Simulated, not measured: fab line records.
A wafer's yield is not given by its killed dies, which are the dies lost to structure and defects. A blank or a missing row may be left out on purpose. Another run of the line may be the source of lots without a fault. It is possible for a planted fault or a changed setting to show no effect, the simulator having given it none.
A lot that was struck, set against a sound lot / flow rit cmos / 21 out of 202 route steps
Sound: wafers L286.1, L286.2, L286.5. The struck wafers were L281.3, L281.4, L281.6. The cause is named last.
Per side, at each step with rows, come the tool, then ch with its chambers, and then its first start. Under that, the readings that differ: sound wafers / struck wafers / difference of the means / sigmas: that difference in standard deviations of wafers without a fault.
alike: readings whose means differ by less than 2 such deviations, and words and numbers that are the same on both sides. not compared: withheld readings, readings that some wafer has no value for, bounds like >300 that may hide the same value, and numbers for which the record gives no deviation and whose values overlap.
The two part at a step that has a row with sigmas, a row that says differs or no value, or rows on one side only. Non-overlapping numbers with no deviation appear without sigmas and do not part them. A reading that every wafer of one side lacks parts them only if that side has two wafers or more.

first, 6 steps without rows for these wafers: RIT_NRETRO_HMDS_00 (prime time 60 s); RIT_NRETRO_COAT_01 (resist thk 1300 nm); RIT_NRETRO_SOFTBAKE_02 (time 60 s); RIT_NRETRO_EXPOSE_03 (exposes mask M4, target cd 43900 nm); RIT_NRETRO_PEB_04; RIT_NRETRO_DEVELOP_05 (develop time 68 s).
RIT_NRETRO_OVL_MEAS_06:
  sound on overlay-01 at day 5 19:28; struck on overlay-02 at day 4 15:24
  alike: NRETRO_OVL
then, 2 steps without rows for these wafers: RIT_NRETRO_HARDBAKE_07 (time 120 s); RIT_NRETRO_IMPLANT_08.
RIT_NRETRO_STRIP_09: strips in O2, time 180 s.
  sound on plasma asher-03 ch 0,1, day 5 19:54; struck on plasma asher-03 ch 0,1, day 4 15:53
  alike: drypump motor current A
  not compared: rf hours counter h
RIT_NRETRO_TW_MEAS_10:
  sound on film metro-01 at day 5 20:04; struck on film metro-01 at day 4 16:01
  alike: NRETRO_TW
then, 1 step without rows for these wafers: RIT_PRETRO_HMDS_00 (prime time 60 s).
RIT_PRETRO_COAT_01: resist thk 1300 nm.
  sound on litho track-04 ch 0, day 5 20:17; struck on litho track-01 ch 0, day 4 16:16
reading=spin speed rpm (rpm); sound=1999.5 1998.4 2000.1; struck=1831.0 1830.5 1829.9; difference=-168.9; sigmas=-99 or more
reading=model.NOVOLAK_of_PRETRO_COAT_01.thk nm (nm); sound=1294 1295 1291; struck=1361 1364 1361; difference=+69; sigmas=
then, 4 steps without rows for these wafers: RIT_PRETRO_SOFTBAKE_02 (time 60 s); RIT_PRETRO_EXPOSE_03 (exposes mask M5, target cd 43700 nm); RIT_PRETRO_PEB_04; RIT_PRETRO_DEVELOP_05 (develop time 68 s).
RIT_PRETRO_OVL_MEAS_06:
  sound on overlay-01 at day 5 21:01; struck on overlay-01 at day 4 17:05
  alike: PRETRO_OVL
RIT_PRETRO_HARDBAKE_07: time 120 s.
  sound on litho track-01 ch 0, day 5 21:03; struck on litho track-04 ch 0, day 4 17:11
reading=model.NOVOLAK_of_PRETRO_COAT_01.thk nm (nm); sound=1132 1133 1129; struck=1190 1192 1190; difference=+59; sigmas=
then, 2 steps without rows for these wafers: RIT_PRETRO_IMPLANT_08; RIT_M1_PROBE_99.

== WHERE THEY PART ==
Within this record, at RIT_PRETRO_COAT_01 only. Later steps at which nothing parts them and some readings are alike: RIT_PRETRO_OVL_MEAS_06.

WHY: what the simulator had put in
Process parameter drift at RIT_PRETRO_COAT_01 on litho track-01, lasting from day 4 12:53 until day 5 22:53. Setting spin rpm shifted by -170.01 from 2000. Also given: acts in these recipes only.
